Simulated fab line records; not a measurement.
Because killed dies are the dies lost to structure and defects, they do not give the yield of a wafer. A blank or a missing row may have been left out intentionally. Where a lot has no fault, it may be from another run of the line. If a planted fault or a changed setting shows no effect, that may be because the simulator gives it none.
Which tool did it? :: flow rit-cmos :: 15 lots with 45 wafers sampled at 2 steps, on a route of 202 steps

== WHAT THE GAUGES READ, wafer by wafer ==
The record lacks any reading of a measuring or inspecting step that a usual standard deviation could be used to judge.

== WHICH TOOL RAN EACH LOT (tool, then ch and the chambers of the sampled wafers, then the start) ==
lot: L507
RIT_FOX1_WET_ETCH_02: wet-bench-04 ch 2, day 1 18:08
RIT_M1_PROBE_99: -

lot: L508
RIT_FOX1_WET_ETCH_02: wet-bench-02 ch 1, day 1 22:00
RIT_M1_PROBE_99: -

lot: L509
RIT_FOX1_WET_ETCH_02: wet-bench-04 ch 1, day 2 03:06
RIT_M1_PROBE_99: -

lot: L512
RIT_FOX1_WET_ETCH_02: wet-bench-04 ch 2, day 2 18:00
RIT_M1_PROBE_99: prober-02, day 4 09:34

lot: L513
RIT_FOX1_WET_ETCH_02: wet-bench-04 ch 1, day 2 23:30
RIT_M1_PROBE_99: -

lot: L514
RIT_FOX1_WET_ETCH_02: wet-bench-02 ch 1, day 3 03:53
RIT_M1_PROBE_99: -

lot: L515
RIT_FOX1_WET_ETCH_02: wet-bench-04 ch 1, day 3 10:26
RIT_M1_PROBE_99: -

lot: L520
RIT_FOX1_WET_ETCH_02: wet-bench-03 ch 1, day 4 10:23
RIT_M1_PROBE_99: -

lot: L521
RIT_FOX1_WET_ETCH_02: wet-bench-02 ch 0, day 4 15:00
RIT_M1_PROBE_99: -

lot: L523
RIT_FOX1_WET_ETCH_02: wet-bench-02 ch 3, day 5 00:54
RIT_M1_PROBE_99: -

lot: L526
RIT_FOX1_WET_ETCH_02: wet-bench-02 ch 3, day 5 16:00
RIT_M1_PROBE_99: -

lot: L527
RIT_FOX1_WET_ETCH_02: wet-bench-02 ch 0, day 5 21:37
RIT_M1_PROBE_99: -

lot: L528
RIT_FOX1_WET_ETCH_02: wet-bench-03 ch 1, day 6 01:53
RIT_M1_PROBE_99: -

lot: L529
RIT_FOX1_WET_ETCH_02: wet-bench-02 ch 2, day 6 06:53
RIT_M1_PROBE_99: -

lot: L530
RIT_FOX1_WET_ETCH_02: wet-bench-02 ch 3, day 6 12:14
RIT_M1_PROBE_99: -
- RIT_FOX1_WET_ETCH_02: etches SiO2 in BOE, target depth 350 nm, time 390 s.
- RIT_M1_PROBE_99

== AS READ BY THE TOOLS THEMSELVES (means over the sampled wafers that have a number; for cases with no such wafer, the mark the record gives instead) ==
RIT_FOX1_WET_ETCH_02.
lot: L507
tool: wet-bench-04
run-length-s (s): 415.0

lot: L508
tool: wet-bench-02
run-length-s (s): 422.8

lot: L509
tool: wet-bench-04
run-length-s (s): 417.9

lot: L512
tool: wet-bench-04
run-length-s (s): 390.5

lot: L513
tool: wet-bench-04
run-length-s (s): 392.7

lot: L514
tool: wet-bench-02
run-length-s (s): 416.3

lot: L515
tool: wet-bench-04
run-length-s (s): 391.3

lot: L520
tool: wet-bench-03
run-length-s (s): 415.1

lot: L521
tool: wet-bench-02
run-length-s (s): 416.6

lot: L523
tool: wet-bench-02
run-length-s (s): 424.2

lot: L526
tool: wet-bench-02
run-length-s (s): 416.7

lot: L527
tool: wet-bench-02
run-length-s (s): 416.4

lot: L528
tool: wet-bench-03
run-length-s (s): 415.3

lot: L529
tool: wet-bench-02
run-length-s (s): 415.5

lot: L530
tool: wet-bench-02
run-length-s (s): 416.6

RIT_M1_PROBE_99.
lot: L512
tool: prober-02
killed-at-contacts: 0.0
killed-at-front-end: 8.3
killed-dies: 8.3
killed-open: 5.3
killed-short: 3.0

== THE ANSWER, worked out from the rows above alone ==
Rule: usual is defined by the lots themselves. The widest of any qualifying gaps counts: lots, ordered by their means at a reading, are off when they make up no more than a third of the lots, leave a main group of 4 or more, and stand apart from it by 3 or more times the standard deviation of that group's means. Not used: any main group whose means are identical at the precision the tables above print for the reading. A lot without any number at a reading at which 4 lots or more have one is off too. Where the step has rows for the other lots, those lots are counted as sound. First the gauges in route order, then the tools' own readings, where a lot's mean is used as printed above. The first step at which some lot is off is used, and at that step the reading that is off furthest; a lot without a number counts as furthest.
Off: L512, L513, L515 (RIT_FOX1_WET_ETCH_02, run-length-s). Main group: mean 417.4 s, sd 2.9.
A tool fits if, at that step or a process step before it, it ran every lot that is off, and no sound lot after the first of them. One candidate fits, namely wet-bench-04 at RIT_FOX1_WET_ETCH_02. Its last sound lot is L509 (day 2 03:06), its first lot that is off L512 (day 2 18:00): a fault that began between those two fits.
The tool's own readings at RIT_FOX1_WET_ETCH_02 bear it out: on the lots that are off they differ by more than 5 times the standard deviation of the sound lots' means. run-length-s reads 391.5 s there against 417.4 s on the sound lots.

== WHAT THE SIMULATOR HAD INSERTED ==
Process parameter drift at RIT_FOX1_WET_ETCH_02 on wet-bench-04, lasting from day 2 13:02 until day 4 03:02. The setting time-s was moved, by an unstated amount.
Struck lots among those shown: L512, L513, L515. The rule given above showed the same thing.
